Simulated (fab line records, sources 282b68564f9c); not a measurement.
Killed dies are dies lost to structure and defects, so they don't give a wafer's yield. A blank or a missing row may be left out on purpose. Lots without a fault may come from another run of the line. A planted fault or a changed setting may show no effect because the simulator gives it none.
A struck lot beside a sound one | flow rit_cmos | 15 steps out of a route of 202
Sound: wafers L640.1, L640.2, L640.6. Struck: wafers L652.4, L652.5. (L652.1 of the same lot was not struck and is left out.) The cause comes at the end.
At each step with rows: each side's tool, then ch and its chambers, then its first start. Under that, the readings that differ: sound wafers | struck wafers | difference of the means | sigmas: that difference in standard deviations of wafers without a fault.
alike: readings whose means differ by less than 2 such deviations, and words and numbers that are the same on both sides. not compared: withheld readings, readings that some wafer has no value for, bounds like >300 that may hide the same value, and numbers for which the record gives no deviation and whose values overlap.
The two part at a step that has a row with sigmas, a row that says differs or no value, or rows on one side only. Numbers that don't overlap but have no deviation are shown without sigmas and don't part them. A reading that every wafer of one side lacks parts them only if that side has two wafers or more.

first, 1 step without rows for these wafers: RIT_NWELL_IMPLANT_08.
RIT_NWELL_STRIP_09: strips in O2, time 180 s.
  sound on plasma_asher-03 ch 0,1, day 1 21:52; struck on plasma_asher-04 ch 0,1, day 4 08:49
  alike: drypump_motor_current_A, o2_flow_sccm
  not compared: rf_hours_counter_h
RIT_NWELL_TW_MEAS_10:
  sound on film_metro-01, day 1 22:02; struck on film_metro-04, day 4 08:59
  alike: NWELL_TW
then, 6 steps without rows for these wafers: RIT_PWELL_HMDS_00 (prime time 60 s); RIT_PWELL_COAT_01 (resist thk 1300 nm); RIT_PWELL_SOFTBAKE_02 (time 60 s); RIT_PWELL_EXPOSE_03 (exposes mask M3, target cd 43700 nm); RIT_PWELL_PEB_04; RIT_PWELL_DEVELOP_05 (develop time 68 s).
RIT_PWELL_OVL_MEAS_06:
  sound on overlay-01, day 1 23:08; struck on overlay-02, day 4 10:09
  alike: PWELL_OVL
then, 2 steps without rows for these wafers: RIT_PWELL_HARDBAKE_07 (time 120 s); RIT_PWELL_IMPLANT_08.
RIT_PWELL_STRIP_09: strips in O2, time 180 s.
  sound on plasma_asher-03 ch 0,1, day 1 23:34; struck on plasma_asher-02 ch 1, day 4 10:35
  reading             | sound          | struck    | difference | sigmas
  o2_flow_sccm (sccm) | 3990 3991 4011 | 5993 6000 | +1999      | +99 or more
  alike: drypump_motor_current_A
  not compared: rf_hours_counter_h
RIT_PWELL_TW_MEAS_10:
  sound on film_metro-01, day 1 23:45; struck on film_metro-01, day 4 10:46
  alike: PWELL_TW
RIT_M1_PROBE_99:
  the record has rows for the sound wafers here (prober-01, day 3 14:42) and none for the struck ones

WHERE THEY PART
First at RIT_PWELL_STRIP_09; last, within this record, at RIT_M1_PROBE_99.

WHY: what the simulator had put in
Process parameter drift: plasma_asher-02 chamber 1, from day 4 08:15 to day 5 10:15, at RIT_PWELL_STRIP_09. Setting o2_flow_sccm, moved by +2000, from 4000. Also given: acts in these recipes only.
